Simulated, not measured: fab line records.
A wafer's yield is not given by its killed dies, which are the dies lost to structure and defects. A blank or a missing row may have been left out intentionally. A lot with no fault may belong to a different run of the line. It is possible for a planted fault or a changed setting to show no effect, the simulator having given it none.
fab line records | flow rit-cmos
record: lots: 14 wafers: 42 last-day: 7
route steps=202 shown NRETRO@61 M1@202
lots untouched by any fault: they come from a run of this same line in which no faults occurred
start-h: hours from the record's opening day to when the first of the lot's shown wafers began | wait-h: how many hours have passed since the lot's step before this one | " identical to the entry in the row above | L1.1+2: one row covering several wafers at once | - value missing, or start not given | * or withheld: withheld | < > ~ a bound
route shown NAME@n: a module of which the file shows steps, and the number in the route of the first | usual: the fault-free wafers' mean and standard deviation | same: alike in all rows | chamber/n: place in a boat | sites: each site's reading | _std_site: standard deviation across them | _edge_site: mean of outer sites minus mean of inner sites | radius-mm: how far each site lies from the wafer's centre | mask NAME#n: copy n | behind: the last tool/chamber to shape the wafer | hold: cause of the lot's hold/its duration in hours/its outcome | device: transistor that didn't switch, given as n, p or np | end of line: the same wafers' tests at the end of the route | for a step that has no rows: nothing shown but its recipe | killed: the dies lost at the first sort to structure and to defects; this is not the yield of the wafer | map: the dies of a wafer, with x for killed, . for not killed, _ for no die there
set.NAME: the setting the step ran with; set.NAME@STEP: the setting that earlier step ran with | model.NAME: the simulator's own value behind a step, which no gauge read
the route's steps for a sample of lots (tables are steps, rows are wafers)
services: from which hour (start-h, from the record's first day; less than 0 if before it) a tool's chamber was out of use, for how many hours, and why
== steps ==
step: RIT_NRETRO_IMPLANT_08
recipe: species: P energy-kev: 70 dose-cm2: 1.023e+13 tilt-deg: 7
usual: beam-energy-keV: 70.002/0.022
columns lot.wafer tool chamber start-h wait-h beam-energy-keV
L222.4 implanter-03 0 31.11 0.2 70.026
L222.5 " 0 " " 70.011
L222.6 " 0 " " 69.984
L223.3 implanter-04 0 37.38 0.2 69.991
L223.5 " 0 " " 70.043
L223.6 " 0 " " 70.039
L226.2 implanter-04 0 49.35 0.2 69.984
L226.3 " 0 " " 69.994
L226.6 " 0 " " 69.969
L228.2 implanter-04 0 59.92 0.2 70.010
L228.3 " 0 " " 69.952
L228.5 " 0 " " 69.991
L229.2 implanter-04 0 65.04 0.2 70.027
L229.3 " 0 " " 70.018
L229.6 " 0 " " 70.032
L230.1 implanter-02 0 70.43 0.2 69.963
L230.2 " 0 " " 69.978
L230.4 " 0 " " 70.036
L232.1 implanter-02 0 79.97 0.2 70.007
L232.4 " 0 " " 70.008
L232.5 " 0 " " 69.958
L234.2 implanter-03 0 89.50 0.2 69.994
L234.3 " 0 " " 69.983
L234.6 " 0 " " 69.973
L238.4 implanter-03 0 109.79 0.2 45.523
L238.5 " 0 " " 45.522
L238.6 " 0 " " 45.550
L240.2 implanter-03 0 125.43 0.2 45.525
L240.4 " 0 " " 45.505
L240.6 " 0 " " 45.483
L242.2 implanter-02 0 132.22 0.2 70.011
L242.4 " 0 " " 70.027
L242.5 " 0 " " 70.005
L243.1 implanter-04 0 137.79 0.2 69.998
L243.4 " 0 " " 69.995
L243.6 " 0 " " 70.012
L244.1 implanter-04 0 139.51 0.2 70.061
L244.2 " 0 " " 70.023
L244.4 " 0 " " 69.995
L245.4 implanter-04 0 145.74 0.2 70.022
L245.5 " 0 " " 70.000
L245.6 " 0 " " 70.034
step: RIT_NRETRO_TW_MEAS_10
usual: NRETRO_TW: 1051/9.3
columns lot.wafer tool chamber start-h wait-h hold NRETRO_TW
L222.4 film-metro-02 - 31.39 0.1 - 1050
L222.5 " - " " - 1050
L222.6 " - " " - 1048
L223.3 film-metro-02 - 37.68 0.1 - 1048
L223.5 " - " " - 1046
L223.6 " - " " - 1055
L226.2 film-metro-02 - 49.66 0.1 - 1046
L226.3 " - " " - 1046
L226.6 " - " " - 1046
L228.2 film-metro-04 - 60.23 0.1 - 1063
L228.3 " - " " - 1062
L228.5 " - " " - 1063
L229.2 film-metro-03 - 65.35 0.1 - 1059
L229.3 " - " " - 1063
L229.6 " - " " - 1063
L230.1 film-metro-04 - 70.76 0.1 - 1063
L230.2 " - " " - 1062
L230.4 " - " " - 1059
L232.1 film-metro-02 - 80.30 0.1 - 1036
L232.4 " - " " - 1048
L232.5 " - " " - 1042
L234.2 film-metro-03 - 89.81 0.1 - 1046
L234.3 " - " " - 1055
L234.6 " - " " - 1053
L238.4 film-metro-02 - 110.07 0.1 await-dispo/0.2h/release 929
L238.5 " - " " await-dispo/0.2h/release 930
L238.6 " - " " await-dispo/0.2h/release 935
L238.4 film-metro-02 - 110.30 0.2 - 937
L238.5 " - " " - 936
L238.6 " - " " - 930
L240.2 film-metro-03 - 125.77 0.2 await-dispo/0.2h/release 931
L240.4 " - " " await-dispo/0.2h/release 934
L240.6 " - " " await-dispo/0.2h/release 932
L240.2 film-metro-03 - 126.00 0.2 - 932
L240.4 " - " " - 935
L240.6 " - " " - 927
L242.2 film-metro-03 - 132.53 0.1 - 1034
L242.4 " - " " - 1039
L242.5 " - " " - 1044
L243.1 film-metro-04 - 138.11 0.1 - 1064
L243.4 " - " " - 1068
L243.6 " - " " - 1064
L244.1 film-metro-03 - 139.84 0.1 - 1041
L244.2 " - " " - 1040
L244.4 " - " " - 1043
L245.4 film-metro-02 - 146.02 0.1 - 1047
L245.5 " - " " - 1045
L245.6 " - " " - 1048
step: RIT_M1_PROBE_99
usual: killed-at-contacts: 0.1/0.25 killed-at-front-end: 7.1/2.9 killed-dies: 7.2/2.9 killed-open: 3.6/1.9 killed-short: 3.5/1.9
same: gross-dies: 264 killed_at_M0_to_M3: 0 killed_at_M4_up: 0 killed-at-back-side: 0 killed-at-other: 0
columns lot.wafer tool chamber start-h wait-h killed-at-contacts killed-at-front-end killed-dies killed-open killed-short
L238.4 prober-01 - 141.27 0.2 0 4 4 1 3
L238.5 prober-01 - 141.32 0.2 0 6 6 3 3
L238.6 prober-01 - 141.37 0.2 0 5 5 3 2
L240.2 prober-01 - 159.44 0.1 0 9 9 3 6
L240.4 prober-01 - 159.54 0.2 0 5 5 1 3
L240.6 prober-01 - 159.64 0.2 0 8 8 3 5
killed by level:class
L238.4 FOX1:geometric-particle:short=1 REOX:geometric-particle:short=1 REOX:geometric-particle:open=1 SILICIDE:geometric-particle:short=1
L238.5 GATE:geometric-particle:short=2 GATE:geometric-particle:open=1 SPACER:geometric-particle:open=1 SILICIDE:geometric-particle:short=1 SILICIDE:geometric-particle:open=1
L238.6 GATE:geometric-particle:open=2 REOX:geometric-particle:short=1 SPACER:geometric-particle:open=1 SPACER:geometric-particle:short=1
L240.2 SPACER:geometric-particle:short=2 FOX1:geometric-particle:open=1 FOX1:geometric-particle:short=1 GATE:geometric-particle:short=1 REOX:geometric-particle:open=1 REOX:geometric-particle:short=1 SPACER:geometric-particle:open=1 SILICIDE:geometric-particle:short=1
L240.4 REOX:geometric-particle:short=2 GATE:geometric-particle:open=1 SILICIDE:geometric-particle:short=1 NLDD:coat-microbubble-printed=1
L240.6 FOX1:geometric-particle:open=2 GATE:geometric-particle:short=2 FOX1:geometric-particle:short=1 SPACER:geometric-particle:short=1 SPACER:geometric-particle:open=1 SILICIDE:geometric-particle:short=1
== services ==
columns tool chamber start-h hours kind
implanter-02 - 12.54 3.6 repair
implanter-04 - 19.36 4.2 repair
implanter-03 - 86.57 2.8 repair
implanter-02 - 98.49 0.9 repair
implanter-02 - 109.12 0.7 repair
== key ==
first-sign: step: RIT_NRETRO_IMPLANT_08 reading: beam-energy-keV direction: down sigmas: 99+ usual: 70.002 struck: 45.518
effect: step: RIT_NRETRO_TW_MEAS_10 reading: visit direction: added
effect: step: RIT_NRETRO_TW_MEAS_10 reading: NRETRO_TW direction: down sigmas: 13 usual: 1051 struck: 932
met-at RIT_NRETRO_IMPLANT_08
struck-lots L238,L240
tester-left-out L238,L240
onset-between 89.50 109.79
fault: kind: process-parameter-drift tool: implanter-03 chamber: - onset-h: 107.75 steps: RIT_NRETRO_IMPLANT_08 channel: energy-kev offset: -24.5 shape: step end-h: 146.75 acts-in: these-recipes-only stated: 70
tester-left-out: of these lots the tester's yield and bins aren't shown, on N5 and GAA mostly nor the transistor test; their killed dies are dies lost to structure and defects alone, not to doping, threshold or leakage, so they don't give the yield
